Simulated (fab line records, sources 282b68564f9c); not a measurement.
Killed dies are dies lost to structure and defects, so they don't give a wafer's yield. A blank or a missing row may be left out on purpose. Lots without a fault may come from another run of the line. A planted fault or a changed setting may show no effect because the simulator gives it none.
One fault seen from 2 desks | flow rit_cmos | each desk has only its own numbers; what lay behind them comes last

THE METROLOGY DESK
What the gauges read, lot by lot, whatever tool the lot ran on: means of the sampled wafers that have a number. A lot is out of limits, marked OUT, if its mean lies more than 4 standard deviations from the usual mean; the brackets give that distance.
Columns: A = PWELL_TW at RIT_PWELL_TW_MEAS_10, usual 949; B = PWELL_RS at RIT_WELLDRIVE_RS_MEAS_02, usual 429.3 ohm/sq
lot  | first seen here | A              | B
L899 | day 1 23:58     | 959            | 427.7
L900 | day 2 04:12     | 935            | 431.0
L901 | day 2 08:55     | 961            | 428.8
L902 | day 2 13:28     | 936            | 431.0
L903 | day 2 18:36     | 950            | 428.7
L904 | day 2 23:32     | 937            | 429.3
L905 | day 3 05:14     | 945            | 428.0
L914 | day 5 03:05     | 886 (-7.6) OUT | 499.5 (+58) OUT
L915 | day 5 06:38     | 887 (-7.6) OUT | 499.4 (+58) OUT
L918 | day 5 21:32     | 956            | 430.7
L919 | day 6 02:57     | 937            | 430.6
L920 | day 6 07:36     | 955            | 430.9
L921 | day 6 13:21     | 938            | 429.4
L922 | day 6 17:50     | 943            | 428.0
This desk's finding: out of limits on L914, L915; first on L914, day 5 03:05 (PWELL_TW at RIT_PWELL_TW_MEAS_10). In limits: L899, L900, L901, L902, L903, L904, L905, L918, L919, L920, L921, L922.

THE TOOL OWNER'S DESK: implanter-03
The tool's own readings at RIT_PWELL_IMPLANT_08: means of the sampled wafers that have a number, for each lot that ran on this tool. A lot is out of limits, marked OUT, if its mean lies more than 4 standard deviations from the usual mean; the brackets give that distance.
Columns: A = beam_energy_keV at RIT_PWELL_IMPLANT_08, usual 170.00; B = dose_ions_cm2 at RIT_PWELL_IMPLANT_08, usual 7e+13; C = faraday_current_uA at RIT_PWELL_IMPLANT_08, usual 222
lot  | first seen here | A      | B                       | C
L901 | day 2 08:37     | 170.02 | 7e+13                   | 222
L902 | day 2 13:08     | 169.94 | 7e+13                   | 219
L914 | day 5 02:46     | 169.99 | 6e+13 (-99 or more) OUT | 177 (-10) OUT
L915 | day 5 06:20     | 169.94 | 6e+13 (-99 or more) OUT | 174 (-11) OUT
This desk's finding: out of limits on L914, L915; first on L914, day 5 02:46 (dose_ions_cm2 at RIT_PWELL_IMPLANT_08). In limits: L901, L902.

PUT TOGETHER
The tool owner's desk could have raised an alarm at day 5 02:46, on L914, L915.
The metrology desk could have raised an alarm at day 5 03:05, on L914, L915.
Of the lots named, all ran RIT_PWELL_IMPLANT_08 on implanter-03.

WHAT THE SIMULATOR HAD PUT IN
Process parameter drift: implanter-03, from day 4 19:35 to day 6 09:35, at RIT_PWELL_IMPLANT_08. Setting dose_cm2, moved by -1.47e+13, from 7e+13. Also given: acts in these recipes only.
Lots struck among those shown: L914, L915.
Hours from the fault's start to each desk's first reading out of limits: the tool owner's desk, 7; the metrology desk, 8.
